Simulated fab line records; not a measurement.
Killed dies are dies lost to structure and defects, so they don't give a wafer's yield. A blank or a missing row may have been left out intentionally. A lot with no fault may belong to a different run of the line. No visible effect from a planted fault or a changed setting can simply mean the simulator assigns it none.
What tool caused it?	flow berkeley-cmos170	Sampling: 14 lots, 42 wafers, 6 of 331 route steps

WHAT THE GAUGES SHOWED, per wafer
UCB170_SDANNEAL_RS_MEAS_03: the measuring method here is four-point-probe. Usual: NSD_RS typically reads 37.26 ohm/sq, with standard deviation 0.09.
lot	measured	on	NSD_RS (ohm/sq)	flag
L587	day 6 19:09	film-metro-01	37.20 37.23 37.17	
L586	day 6 19:38	film-metro-01	37.27 37.31 37.27	
L589	day 7 20:09	film-metro-01	37.15 37.19 37.12	
L590	day 7 20:09	film-metro-04	37.14 37.26 37.28	
L591	day 8 06:52	film-metro-02	37.16 37.07 37.14	
L592	day 8 07:08	film-metro-01	37.14 37.19 37.24	
L597	day 8 21:59	film-metro-01	37.26 37.24 37.32	
L596	day 8 22:19	film-metro-04	37.37 37.26 37.32	
L600	day 10 01:19	film-metro-01	37.21 37.18 37.17	
L599	day 10 01:38	film-metro-04	37.35 37.44 37.39	
L603	day 10 08:02	film-metro-04	37.40 37.43 37.35	
L601	day 10 11:20	film-metro-01	37.24 37.26 37.13	
L606	day 11 03:10	film-metro-02	37.12 37.10 37.08	
L609	day 11 03:19	film-metro-04	37.33 37.38 37.30	

UCB170_M1_RS_MEAS_01: the measuring method here is four-point-probe. Usual: M1_AL_RS typically reads 0.0487 ohm/sq, with standard deviation 0.00063.
lot	measured	on	M1_AL_RS (ohm/sq)	flag
L587	day 7 03:00	film-metro-02	0.0486 0.0480 0.0489	
L586	day 7 05:08	film-metro-02	0.0482 0.0492 0.0484	
L589	day 8 01:34	film-metro-02	0.0482 0.0491 0.0483	
L590	day 8 01:55	film-metro-01	0.0482 0.0485 0.0481	
L591	day 8 12:43	film-metro-04	0.0494 0.0489 0.0488	
L592	day 8 13:11	film-metro-02	0.0489 0.0485 0.0497	
L597	day 9 04:53	film-metro-02	0.0478 0.0479 0.0493	
L596	day 9 05:01	film-metro-01	0.0486 0.0492 0.0489	
L600	day 10 10:19	film-metro-02	0.0475 0.0481 0.0493	
L599	day 10 09:44	film-metro-04	0.0491 0.0489 0.0499	
L603	day 10 16:05	film-metro-02	0.0477 0.0473 0.0483	
L601	day 10 17:35	film-metro-04	0.0482 0.0477 0.0476	
L606	day 11 10:59	film-metro-01	0.0476 0.0482 0.0485	
L609	day 11 11:16	film-metro-04	0.0499 0.0491 0.0491	

UCB170_M2_RS_MEAS_02: the measuring method here is four-point-probe. Usual: M2_AL_RS typically reads 0.0319 ohm/sq, with standard deviation 0.00044.
lot	measured	on	M2_AL_RS (ohm/sq)	flag
L587	day 7 09:19	film-metro-02	0.0321 0.0323 0.0311	
L586	day 7 14:34	film-metro-02	0.0310 0.0310 0.0309	
L589	day 8 09:56	film-metro-04	0.0310 0.0322 0.0323	
L590	day 8 10:13	film-metro-02	0.0320 0.0318 0.0323	
L591	day 8 22:05	film-metro-02	0.0310 0.0324 0.0322	
L592	day 8 22:54	film-metro-02	0.0323 0.0313 0.0327	
L597	day 9 18:06	film-metro-04	0.0322 0.0316 0.0322	
L596	day 9 17:55	film-metro-02	0.0323 0.0318 0.0314	
L600	day 10 20:08	film-metro-02	0.0318 0.0324 0.0320	
L599	day 10 20:05	film-metro-04	0.0314 0.0322 0.0313	
L603	day 10 23:16	film-metro-02	0.0320 0.0184 0.0320	OFF
L601	day 11 02:27	film-metro-03	0.0314 0.0323 0.0322	
L606	day 11 18:49	film-metro-02	0.0185 0.0318 0.0185	OFF
L609	day 11 19:53	film-metro-04	0.0323 0.0318 0.0320	

UCB170_M2_THK_MEAS_03: measures by xrf. Usual: M2_AL_THK typically reads 917 nm, with standard deviation 13.
lot	measured	on	M2_AL_THK (nm)	flag
L587	day 7 09:26	film-metro-02	899 900 931	
L586	day 7 14:41	film-metro-02	927 934 938	
L589	day 8 10:04	film-metro-04	960 913 914	
L590	day 8 10:20	film-metro-02	913 911 897	
L591	day 8 22:12	film-metro-02	938 894 902	
L592	day 8 23:01	film-metro-02	902 927 886	
L597	day 9 18:13	film-metro-04	920 936 916	
L596	day 9 18:02	film-metro-02	893 910 920	
L600	day 10 20:13	film-metro-02	921 905 914	
L599	day 10 20:12	film-metro-04	944 918 947	
L603	day 10 23:23	film-metro-02	912 1581 917	OFF
L601	day 11 02:34	film-metro-03	934 911 909	
L606	day 11 18:56	film-metro-02	1571 913 1565	OFF
L609	day 11 20:00	film-metro-04	918 929 921	

WHAT TOOL EACH LOT RAN ON (gives the tool, then ch and the chambers of the sampled wafers, and finally the start)
lot	UCB170_M1_STRIP_13	UCB170_M2_SPUTTER_01
L587	plasma-asher-01 ch 0,1, day 7 04:21	pvd-sputter-02, day 7 09:14
L586	plasma-asher-04 ch 0,1, day 7 07:05	pvd-sputter-04, day 7 14:29
L589	plasma-asher-01 ch 0,1, day 8 03:11	pvd-sputter-02, day 8 09:52
L590	plasma-asher-01 ch 1, day 8 03:55	pvd-sputter-04, day 8 10:08
L591	plasma-asher-04 ch 0,1, day 8 14:22	pvd-sputter-02, day 8 22:00
L592	plasma-asher-03 ch 0,1, day 8 14:37	pvd-sputter-02, day 8 22:49
L597	plasma-asher-01 ch 0,1, day 9 07:09	pvd-sputter-02, day 9 18:01
L596	plasma-asher-01 ch 0,1, day 9 07:20	pvd-sputter-03, day 9 17:49
L600	plasma-asher-01 ch 0,1, day 10 12:45	pvd-sputter-02, day 10 19:59
L599	plasma-asher-01 ch 0,1, day 10 11:17	pvd-sputter-03, day 10 19:59
L603	plasma-asher-01 ch 1, day 10 17:47	pvd-sputter-03, day 10 23:11
L601	plasma-asher-03 ch 0,1, day 10 20:26	pvd-sputter-04, day 11 02:22
L606	plasma-asher-04 ch 0,1, day 11 13:17	pvd-sputter-03, day 11 18:44
L609	plasma-asher-01 ch 0,1, day 11 13:31	pvd-sputter-02, day 11 19:48
- UCB170_M1_STRIP_13: strips in O2.
- UCB170_M2_SPUTTER_01: material Al, target thk 900 nm, time 120 s.

WHAT THE TOOLS THEMSELVES READ (means of the sampled wafers that have a number; where no wafer has one, the mark that the record gives instead)
UCB170_M1_STRIP_13. Usual: drypump-motor-current-A 5.7 A, standard deviation 0.36; oes-product-au 0.720 a.u., standard deviation 0.0044.
lot	tool	drypump-motor-current-A (A)	oes-product-au (a.u.)	flag
L587	plasma-asher-01	5.4	0.722	
L586	plasma-asher-04	6.1	0.721	
L589	plasma-asher-01	5.5	0.719	
L590	plasma-asher-01	5.5	0.721	
L591	plasma-asher-04	6.1	0.717	
L592	plasma-asher-03	5.6	0.718	
L597	plasma-asher-01	5.5	0.719	
L596	plasma-asher-01	5.4	0.718	
L600	plasma-asher-01	5.5	0.721	
L599	plasma-asher-01	5.4	0.718	
L603	plasma-asher-01	5.5	0.719	
L601	plasma-asher-03	5.6	0.722	
L606	plasma-asher-04	6.3	0.722	
L609	plasma-asher-01	5.4	0.727	

UCB170_M2_SPUTTER_01. Usual: 29.9 % for throttle-valve-pct, sd 1.1.
lot	tool	throttle-valve-pct (%)	flag
L587	pvd-sputter-02	30.4	
L586	pvd-sputter-04	30.9	
L589	pvd-sputter-02	30.6	
L590	pvd-sputter-04	29.6	
L591	pvd-sputter-02	30.4	
L592	pvd-sputter-02	30.4	
L597	pvd-sputter-02	30.1	
L596	pvd-sputter-03	29.3	
L600	pvd-sputter-02	29.9	
L599	pvd-sputter-03	28.6	
L603	pvd-sputter-03	30.2	
L601	pvd-sputter-04	28.8	
L606	pvd-sputter-03	29.5	
L609	pvd-sputter-02	30.3	

THE ANSWER, worked out from the rows above alone
Rule: take the mean of a lot's wafers that have a number; if it is more than 3 standard deviations from the usual mean, the lot is off. Also off: a lot with no number at a reading for which 4 or more lots have one. All remaining lots with rows at the step are treated as sound. After the gauges, taken in route order, come the tools' own readings; for these a lot's mean is taken, as printed above. At the first step where some lot is off, the reading lying furthest off is the one used; lots without a number count as furthest.
Off: L603, L606, seen at UCB170_M2_RS_MEAS_02 (M2_AL_RS).
A tool fits if, at a process step before that reading, it ran every lot that is off, and no sound lot after the first of them. The gauges at UCB170_M2_RS_MEAS_02 are tried like those tools. Undecided on this evidence; 2 tools fit (pvd-sputter-03 at UCB170_M2_SPUTTER_01, film-metro-02 at UCB170_M2_RS_MEAS_02).

WHAT HAD BEEN PUT IN BY THE SIMULATOR
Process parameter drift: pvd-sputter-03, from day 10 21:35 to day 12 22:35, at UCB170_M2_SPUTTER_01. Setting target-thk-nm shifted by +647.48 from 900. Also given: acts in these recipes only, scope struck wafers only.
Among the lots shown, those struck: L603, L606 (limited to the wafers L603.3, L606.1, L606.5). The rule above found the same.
